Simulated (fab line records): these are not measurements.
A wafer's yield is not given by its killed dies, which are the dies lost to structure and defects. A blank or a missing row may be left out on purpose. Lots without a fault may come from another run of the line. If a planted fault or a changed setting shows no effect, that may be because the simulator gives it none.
Which of the tools did it? || flow berkeleyCmos170 || 15 lots, 45 wafers sampled, at 4 steps of a route of 331

== WHAT THE GAUGES READ, wafer by wafer ==
UCB170_M3_CD_MEAS_15: the cd target is 700 nm. Usual: cdNm reads 700.1 nm (standard deviation 1.2).
{"lot": "L841", "measured": "day 9 07:07", "on": "cdSem-02", "cdNm (nm)": "702.4 701.3 701.0", "flag": ""}
{"lot": "L842", "measured": "day 9 08:44", "on": "cdSem-02", "cdNm (nm)": "700.3 700.9 700.0", "flag": ""}
{"lot": "L844", "measured": "day 9 13:45", "on": "cdSem-02", "cdNm (nm)": "699.3 698.8 700.1", "flag": ""}
{"lot": "L846", "measured": "day 10 02:59", "on": "cdSem-02", "cdNm (nm)": "700.1 699.7 700.2", "flag": ""}
{"lot": "L848", "measured": "day 10 10:37", "on": "cdSem-02", "cdNm (nm)": "699.1 698.7 698.7", "flag": ""}
{"lot": "L849", "measured": "day 10 12:10", "on": "cdSem-01", "cdNm (nm)": "700.5 699.7 699.4", "flag": ""}
{"lot": "L850", "measured": "day 11 02:18", "on": "cdSem-01", "cdNm (nm)": "699.9 698.5 698.4", "flag": ""}
{"lot": "L851", "measured": "day 11 03:22", "on": "cdSem-01", "cdNm (nm)": "702.2 700.8 702.5", "flag": ""}
{"lot": "L855", "measured": "day 12 02:15", "on": "cdSem-01", "cdNm (nm)": "699.2 699.1 699.0", "flag": ""}
{"lot": "L856", "measured": "day 12 03:05", "on": "cdSem-01", "cdNm (nm)": "- - -", "flag": "OFF"}
{"lot": "L857", "measured": "day 12 03:22", "on": "cdSem-01", "cdNm (nm)": "- - -", "flag": "OFF"}
{"lot": "L859", "measured": "day 12 20:29", "on": "cdSem-01", "cdNm (nm)": "- - -", "flag": "OFF"}
{"lot": "L862", "measured": "day 13 03:34", "on": "cdSem-01", "cdNm (nm)": "700.0 699.9 699.5", "flag": ""}
{"lot": "L860", "measured": "day 13 05:46", "on": "cdSem-01", "cdNm (nm)": "701.4 701.2 700.1", "flag": ""}
{"lot": "L863", "measured": "day 13 12:29", "on": "cdSem-01", "cdNm (nm)": "701.7 702.9 701.4", "flag": ""}

== WHICH TOOL RAN EACH LOT (tool, then ch and the chambers of the sampled wafers, then the start) ==
{"lot": "L841", "UCB170_M2_METAL_ETCH_18": "rieMetal-04 ch 0,1, day 9 00:25", "UCB170_M2_STRIP_19": "plasmaAsher-04 ch 0,1, day 9 00:35", "UCB170_M3_EXPOSE_12": "krfScanner-01 ch 0, day 9 06:07"}
{"lot": "L842", "UCB170_M2_METAL_ETCH_18": "rieMetal-01 ch 0,1, day 9 01:38", "UCB170_M2_STRIP_19": "plasmaAsher-01 ch 0,1, day 9 01:47", "UCB170_M3_EXPOSE_12": "krfScanner-02 ch 0, day 9 07:58"}
{"lot": "L844", "UCB170_M2_METAL_ETCH_18": "rieMetal-03 ch 0,1, day 9 08:43", "UCB170_M2_STRIP_19": "plasmaAsher-03 ch 0,1, day 9 08:55", "UCB170_M3_EXPOSE_12": "krfScanner-02 ch 0, day 9 13:19"}
{"lot": "L846", "UCB170_M2_METAL_ETCH_18": "rieMetal-04 ch 0,1, day 9 21:35", "UCB170_M2_STRIP_19": "plasmaAsher-03 ch 0,1, day 9 21:46", "UCB170_M3_EXPOSE_12": "krfScanner-02 ch 0, day 10 02:36"}
{"lot": "L848", "UCB170_M2_METAL_ETCH_18": "rieMetal-01 ch 0, day 10 05:20", "UCB170_M2_STRIP_19": "plasmaAsher-04 ch 0,1, day 10 05:42", "UCB170_M3_EXPOSE_12": "krfScanner-02 ch 0, day 10 09:52"}
{"lot": "L849", "UCB170_M2_METAL_ETCH_18": "rieMetal-04 ch 0,1, day 10 06:40", "UCB170_M2_STRIP_19": "plasmaAsher-03 ch 0,1, day 10 06:52", "UCB170_M3_EXPOSE_12": "krfScanner-02 ch 0, day 10 11:46"}
{"lot": "L850", "UCB170_M2_METAL_ETCH_18": "rieMetal-03 ch 0,1, day 10 21:20", "UCB170_M2_STRIP_19": "plasmaAsher-04 ch 0,1, day 10 21:31", "UCB170_M3_EXPOSE_12": "krfScanner-02 ch 0, day 11 01:52"}
{"lot": "L851", "UCB170_M2_METAL_ETCH_18": "rieMetal-01 ch 0,1, day 10 22:25", "UCB170_M2_STRIP_19": "plasmaAsher-03 ch 0,1, day 10 22:34", "UCB170_M3_EXPOSE_12": "krfScanner-01 ch 0, day 11 02:58"}
{"lot": "L855", "UCB170_M2_METAL_ETCH_18": "rieMetal-03 ch 0,1, day 11 20:55", "UCB170_M2_STRIP_19": "plasmaAsher-01 ch 0,1, day 11 21:05", "UCB170_M3_EXPOSE_12": "krfScanner-01 ch 0, day 12 01:23"}
{"lot": "L856", "UCB170_M2_METAL_ETCH_18": "rieMetal-04 ch 0,1, day 11 21:02", "UCB170_M2_STRIP_19": "plasmaAsher-03 ch 0,1, day 11 21:12", "UCB170_M3_EXPOSE_12": "krfScanner-02, day 12 02:34"}
{"lot": "L857", "UCB170_M2_METAL_ETCH_18": "rieMetal-01 ch 0,1, day 11 21:17", "UCB170_M2_STRIP_19": "plasmaAsher-04 ch 0,1, day 11 21:26", "UCB170_M3_EXPOSE_12": "krfScanner-02, day 12 02:59"}
{"lot": "L859", "UCB170_M2_METAL_ETCH_18": "rieMetal-03 ch 0,1, day 12 15:32", "UCB170_M2_STRIP_19": "plasmaAsher-03 ch 0,1, day 12 15:43", "UCB170_M3_EXPOSE_12": "krfScanner-01, day 12 19:59"}
{"lot": "L862", "UCB170_M2_METAL_ETCH_18": "rieMetal-01 ch 0,1, day 12 22:08", "UCB170_M2_STRIP_19": "plasmaAsher-04 ch 0,1, day 12 22:19", "UCB170_M3_EXPOSE_12": "krfScanner-02 ch 0, day 13 02:47"}
{"lot": "L860", "UCB170_M2_METAL_ETCH_18": "rieMetal-01 ch 0,1, day 12 23:51", "UCB170_M2_STRIP_19": "plasmaAsher-04 ch 0,1, day 13 00:01", "UCB170_M3_EXPOSE_12": "krfScanner-01 ch 0, day 13 04:57"}
{"lot": "L863", "UCB170_M2_METAL_ETCH_18": "rieMetal-04 ch 0,1, day 13 07:26", "UCB170_M2_STRIP_19": "plasmaAsher-03 ch 0,1, day 13 07:37", "UCB170_M3_EXPOSE_12": "krfScanner-02 ch 0, day 13 11:56"}
- UCB170_M2_METAL_ETCH_18: etches Al in Cl2/BCl3, stops on SiO2, target depth 1170 nm, time 195 s.
- UCB170_M2_STRIP_19: strips in O2.
- UCB170_M3_EXPOSE_12: exposes mask METAL3, target cd 700 nm.

== AS READ BY THE TOOLS THEMSELVES (means over the sampled wafers that have a number; for cases with no such wafer, the mark the record gives instead) ==
UCB170_M2_METAL_ETCH_18. Usual: biasW 119.9 W, standard deviation 0.35; drypumpMotorCurrentA 5.6 A, standard deviation 0.4; oesProductAu 0.855 a.u., standard deviation 0.015; throttleValvePct 24.29 %, standard deviation 0.2.
{"lot": "L841", "tool": "rieMetal-04", "biasW (W)": 120.0, "drypumpMotorCurrentA (A)": 5.6, "oesProductAu (a.u.)": 0.859, "throttleValvePct (%)": 24.21, "flag": ""}
{"lot": "L842", "tool": "rieMetal-01", "biasW (W)": 120.4, "drypumpMotorCurrentA (A)": 6.2, "oesProductAu (a.u.)": 0.846, "throttleValvePct (%)": 24.22, "flag": ""}
{"lot": "L844", "tool": "rieMetal-03", "biasW (W)": 120.1, "drypumpMotorCurrentA (A)": 5.3, "oesProductAu (a.u.)": 0.862, "throttleValvePct (%)": 24.31, "flag": ""}
{"lot": "L846", "tool": "rieMetal-04", "biasW (W)": 119.4, "drypumpMotorCurrentA (A)": 5.5, "oesProductAu (a.u.)": 0.873, "throttleValvePct (%)": 24.20, "flag": ""}
{"lot": "L848", "tool": "rieMetal-01", "biasW (W)": 120.0, "drypumpMotorCurrentA (A)": 6.3, "oesProductAu (a.u.)": 0.851, "throttleValvePct (%)": 24.22, "flag": ""}
{"lot": "L849", "tool": "rieMetal-04", "biasW (W)": 120.1, "drypumpMotorCurrentA (A)": 5.6, "oesProductAu (a.u.)": 0.854, "throttleValvePct (%)": 24.33, "flag": ""}
{"lot": "L850", "tool": "rieMetal-03", "biasW (W)": 120.0, "drypumpMotorCurrentA (A)": 5.3, "oesProductAu (a.u.)": 0.851, "throttleValvePct (%)": 24.31, "flag": ""}
{"lot": "L851", "tool": "rieMetal-01", "biasW (W)": 119.7, "drypumpMotorCurrentA (A)": 6.2, "oesProductAu (a.u.)": 0.849, "throttleValvePct (%)": 24.17, "flag": ""}
{"lot": "L855", "tool": "rieMetal-03", "biasW (W)": 119.6, "drypumpMotorCurrentA (A)": 5.3, "oesProductAu (a.u.)": 0.862, "throttleValvePct (%)": 24.46, "flag": ""}
{"lot": "L856", "tool": "rieMetal-04", "biasW (W)": 119.9, "drypumpMotorCurrentA (A)": 5.6, "oesProductAu (a.u.)": 0.870, "throttleValvePct (%)": 24.21, "flag": ""}
{"lot": "L857", "tool": "rieMetal-01", "biasW (W)": 119.8, "drypumpMotorCurrentA (A)": 6.0, "oesProductAu (a.u.)": 0.855, "throttleValvePct (%)": 24.12, "flag": ""}
{"lot": "L859", "tool": "rieMetal-03", "biasW (W)": 120.2, "drypumpMotorCurrentA (A)": 5.2, "oesProductAu (a.u.)": 0.856, "throttleValvePct (%)": 24.47, "flag": ""}
{"lot": "L862", "tool": "rieMetal-01", "biasW (W)": 120.2, "drypumpMotorCurrentA (A)": 6.0, "oesProductAu (a.u.)": 0.849, "throttleValvePct (%)": 24.12, "flag": ""}
{"lot": "L860", "tool": "rieMetal-01", "biasW (W)": 119.7, "drypumpMotorCurrentA (A)": 6.0, "oesProductAu (a.u.)": 0.855, "throttleValvePct (%)": 24.13, "flag": ""}
{"lot": "L863", "tool": "rieMetal-04", "biasW (W)": 119.5, "drypumpMotorCurrentA (A)": 5.6, "oesProductAu (a.u.)": 0.851, "throttleValvePct (%)": 24.34, "flag": ""}

UCB170_M2_STRIP_19. Usual: drypumpMotorCurrentA 5.7 A, standard deviation 0.36; oesProductAu 0.526 a.u., standard deviation 0.03.
{"lot": "L841", "tool": "plasmaAsher-04", "drypumpMotorCurrentA (A)": 6.0, "oesProductAu (a.u.)": 0.509, "flag": ""}
{"lot": "L842", "tool": "plasmaAsher-01", "drypumpMotorCurrentA (A)": 5.2, "oesProductAu (a.u.)": 0.522, "flag": ""}
{"lot": "L844", "tool": "plasmaAsher-03", "drypumpMotorCurrentA (A)": 5.7, "oesProductAu (a.u.)": 0.547, "flag": ""}
{"lot": "L846", "tool": "plasmaAsher-03", "drypumpMotorCurrentA (A)": 5.7, "oesProductAu (a.u.)": 0.527, "flag": ""}
{"lot": "L848", "tool": "plasmaAsher-04", "drypumpMotorCurrentA (A)": 6.0, "oesProductAu (a.u.)": 0.522, "flag": ""}
{"lot": "L849", "tool": "plasmaAsher-03", "drypumpMotorCurrentA (A)": 5.7, "oesProductAu (a.u.)": 0.506, "flag": ""}
{"lot": "L850", "tool": "plasmaAsher-04", "drypumpMotorCurrentA (A)": 6.1, "oesProductAu (a.u.)": 0.541, "flag": ""}
{"lot": "L851", "tool": "plasmaAsher-03", "drypumpMotorCurrentA (A)": 5.7, "oesProductAu (a.u.)": 0.533, "flag": ""}
{"lot": "L855", "tool": "plasmaAsher-01", "drypumpMotorCurrentA (A)": 5.3, "oesProductAu (a.u.)": 0.529, "flag": ""}
{"lot": "L856", "tool": "plasmaAsher-03", "drypumpMotorCurrentA (A)": 5.7, "oesProductAu (a.u.)": 0.510, "flag": ""}
{"lot": "L857", "tool": "plasmaAsher-04", "drypumpMotorCurrentA (A)": 6.1, "oesProductAu (a.u.)": 0.527, "flag": ""}
{"lot": "L859", "tool": "plasmaAsher-03", "drypumpMotorCurrentA (A)": 5.7, "oesProductAu (a.u.)": 0.526, "flag": ""}
{"lot": "L862", "tool": "plasmaAsher-04", "drypumpMotorCurrentA (A)": 6.1, "oesProductAu (a.u.)": 0.558, "flag": ""}
{"lot": "L860", "tool": "plasmaAsher-04", "drypumpMotorCurrentA (A)": 6.1, "oesProductAu (a.u.)": 0.541, "flag": ""}
{"lot": "L863", "tool": "plasmaAsher-03", "drypumpMotorCurrentA (A)": 5.7, "oesProductAu (a.u.)": 0.515, "flag": ""}

UCB170_M3_EXPOSE_12. Usual: exposureDoseMJCm2 25.984, standard deviation 0.024; focusOffsetNm 0.0 nm, standard deviation 0.5; reticleTempC 23.00 C, standard deviation 0.1.
{"lot": "L841", "tool": "krfScanner-01", "exposureDoseMJCm2": 26.014, "focusOffsetNm (nm)": 0.1, "reticleTempC (C)": 22.97, "flag": ""}
{"lot": "L842", "tool": "krfScanner-02", "exposureDoseMJCm2": 25.965, "focusOffsetNm (nm)": -0.2, "reticleTempC (C)": 23.08, "flag": ""}
{"lot": "L844", "tool": "krfScanner-02", "exposureDoseMJCm2": 25.956, "focusOffsetNm (nm)": 0.3, "reticleTempC (C)": 22.99, "flag": ""}
{"lot": "L846", "tool": "krfScanner-02", "exposureDoseMJCm2": 26.034, "focusOffsetNm (nm)": -0.1, "reticleTempC (C)": 23.10, "flag": ""}
{"lot": "L848", "tool": "krfScanner-02", "exposureDoseMJCm2": 25.989, "focusOffsetNm (nm)": 0.1, "reticleTempC (C)": 22.96, "flag": ""}
{"lot": "L849", "tool": "krfScanner-02", "exposureDoseMJCm2": 25.959, "focusOffsetNm (nm)": -0.6, "reticleTempC (C)": 22.92, "flag": ""}
{"lot": "L850", "tool": "krfScanner-02", "exposureDoseMJCm2": 25.967, "focusOffsetNm (nm)": 0.1, "reticleTempC (C)": 22.93, "flag": ""}
{"lot": "L851", "tool": "krfScanner-01", "exposureDoseMJCm2": 25.985, "focusOffsetNm (nm)": -0.3, "reticleTempC (C)": 23.04, "flag": ""}
{"lot": "L855", "tool": "krfScanner-01", "exposureDoseMJCm2": 25.980, "focusOffsetNm (nm)": -0.4, "reticleTempC (C)": 23.01, "flag": ""}
{"lot": "L856", "tool": "krfScanner-02", "exposureDoseMJCm2": "-", "focusOffsetNm (nm)": "-", "reticleTempC (C)": "-", "flag": "OFF"}
{"lot": "L857", "tool": "krfScanner-02", "exposureDoseMJCm2": "-", "focusOffsetNm (nm)": "-", "reticleTempC (C)": "-", "flag": "OFF"}
{"lot": "L859", "tool": "krfScanner-01", "exposureDoseMJCm2": "-", "focusOffsetNm (nm)": "-", "reticleTempC (C)": "-", "flag": "OFF"}
{"lot": "L862", "tool": "krfScanner-02", "exposureDoseMJCm2": 25.982, "focusOffsetNm (nm)": 0.4, "reticleTempC (C)": 23.12, "flag": ""}
{"lot": "L860", "tool": "krfScanner-01", "exposureDoseMJCm2": 25.995, "focusOffsetNm (nm)": -0.8, "reticleTempC (C)": 22.92, "flag": ""}
{"lot": "L863", "tool": "krfScanner-02", "exposureDoseMJCm2": 25.987, "focusOffsetNm (nm)": 0.1, "reticleTempC (C)": 23.04, "flag": ""}

== THE ANSWER, worked out from the rows above alone ==
Rule: take the mean of a lot's wafers that have a number; if it is more than 3 standard deviations from the usual mean, the lot is off. A lot without any number at a reading at which 4 lots or more have one is off too. All remaining lots with rows at the step are treated as sound. After the gauges, taken in route order, come the tools' own readings; for these a lot's mean is taken, as printed above. At the first step where some lot is off, the reading lying furthest off is the one used; lots without a number count as furthest.
Off, at UCB170_M3_CD_MEAS_15 on cdNm: L856, L857, L859. Without a number there: L856, L857, L859.
If a tool, at a process step before that reading, ran all the lots that are off and no sound lot after the first of them, it fits. Not tried: the gauges at UCB170_M3_CD_MEAS_15; whatever is off there is also off at UCB170_M3_EXPOSE_12, on other tools, and gauge error can't account for it. No candidate that was tried fits.

== WHAT THE SIMULATOR PUT IN ==
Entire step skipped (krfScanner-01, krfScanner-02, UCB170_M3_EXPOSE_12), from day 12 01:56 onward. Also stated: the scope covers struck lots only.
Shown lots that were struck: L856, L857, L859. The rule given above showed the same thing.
